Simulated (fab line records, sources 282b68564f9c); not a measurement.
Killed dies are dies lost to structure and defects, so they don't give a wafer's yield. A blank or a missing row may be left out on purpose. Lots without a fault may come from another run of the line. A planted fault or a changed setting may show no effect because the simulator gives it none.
Which tool did it? | flow rit_cmos | 13 lots, 39 wafers sampled, at 2 steps of a route of 202

WHAT THE GAUGES READ, wafer by wafer
RIT_ACTIVE_CD_MEAS_11: target cd 1400 nm. Usual: cd_nm 1400.1 nm, standard deviation 1.5.
lot  | measured    | on        | cd_nm (nm)           | flag
L846 | day 1 14:28 | cd_sem-01 | 1398.8 1398.7 1399.1 |
L847 | day 1 21:07 | cd_sem-01 | 1399.4 1399.3 1399.9 |
L848 | day 2 00:28 | cd_sem-01 | 1399.2 1397.6 1399.6 |
L849 | day 2 06:26 | cd_sem-01 | 1403.1 1400.1 1402.2 |
L850 | day 2 11:43 | cd_sem-01 | 1399.3 1400.3 1398.4 |
L851 | day 2 20:05 | cd_sem-02 | 1401.6 1400.4 1401.3 |
L852 | day 2 21:31 | cd_sem-02 | 1398.3 1397.3 1399.6 |
L856 | day 3 17:05 | cd_sem-02 | 1403.5 1401.4 1402.3 |
L859 | day 4 07:58 | cd_sem-02 | 1386.0 1386.9 1386.3 | OFF
L860 | day 4 13:56 | cd_sem-01 | 1386.7 1386.0 1385.9 | OFF
L863 | day 5 04:04 | cd_sem-02 | 1400.1 1399.2 1400.1 |
L867 | day 6 00:13 | cd_sem-01 | 1400.0 1400.2 1399.9 |
L868 | day 6 06:38 | cd_sem-02 | 1400.4 1400.7 1399.4 |

WHICH TOOL RAN EACH LOT (tool, then ch and the chambers of the sampled wafers, then the start)
lot  | RIT_ACTIVE_DEVELOP_10
L846 | litho_track-02 ch 0, day 1 14:00
L847 | litho_track-03 ch 0, day 1 20:00
L848 | litho_track-01 ch 0, day 2 00:00
L849 | litho_track-01 ch 0, day 2 06:00
L850 | litho_track-01 ch 0, day 2 11:00
L851 | litho_track-01 ch 0, day 2 19:00
L852 | litho_track-03 ch 0, day 2 21:00
L856 | litho_track-03 ch 0, day 3 16:00
L859 | litho_track-01 ch 0, day 4 07:00
L860 | litho_track-01 ch 0, day 4 13:00
L863 | litho_track-02 ch 0, day 5 03:00
L867 | litho_track-03 ch 0, day 6 00:00
L868 | litho_track-02 ch 0, day 6 06:00
- RIT_ACTIVE_DEVELOP_10: develop time 50 s.

WHAT THE TOOLS THEMSELVES READ (means of the sampled wafers that have a number; where no wafer has one, the mark that the record gives instead)
The record holds no such reading with a usual standard deviation.

THE ANSWER, worked out from the rows above alone
Rule: a lot is off if the mean of its wafers that have a number lies more than 3 standard deviations from the usual mean. A lot without any number at a reading at which 4 lots or more have one is off too. The other lots that the step has rows for count as sound. The gauges are gone through in route order, then the tools' own readings, and for those a lot's mean is taken as printed above. The first step at which some lot is off is used, and at that step the reading that is off furthest; a lot without a number counts as furthest.
Off: L859, L860, at RIT_ACTIVE_CD_MEAS_11 (cd_nm).
A tool fits if, at a process step before that reading, it ran every lot that is off, and no sound lot after the first of them. The gauges at RIT_ACTIVE_CD_MEAS_11 are tried like those tools. One fits: litho_track-01 at RIT_ACTIVE_DEVELOP_10. Its last sound lot is L851 (day 2 19:00), its first lot that is off L859 (day 4 07:00): a fault that began between those two fits.

WHAT THE SIMULATOR HAD PUT IN
Process parameter drift: litho_track-01, from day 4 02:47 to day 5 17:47, at RIT_ACTIVE_DEVELOP_10. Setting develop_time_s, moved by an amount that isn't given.
Lots struck among those shown: L859, L860. The rule above found the same.
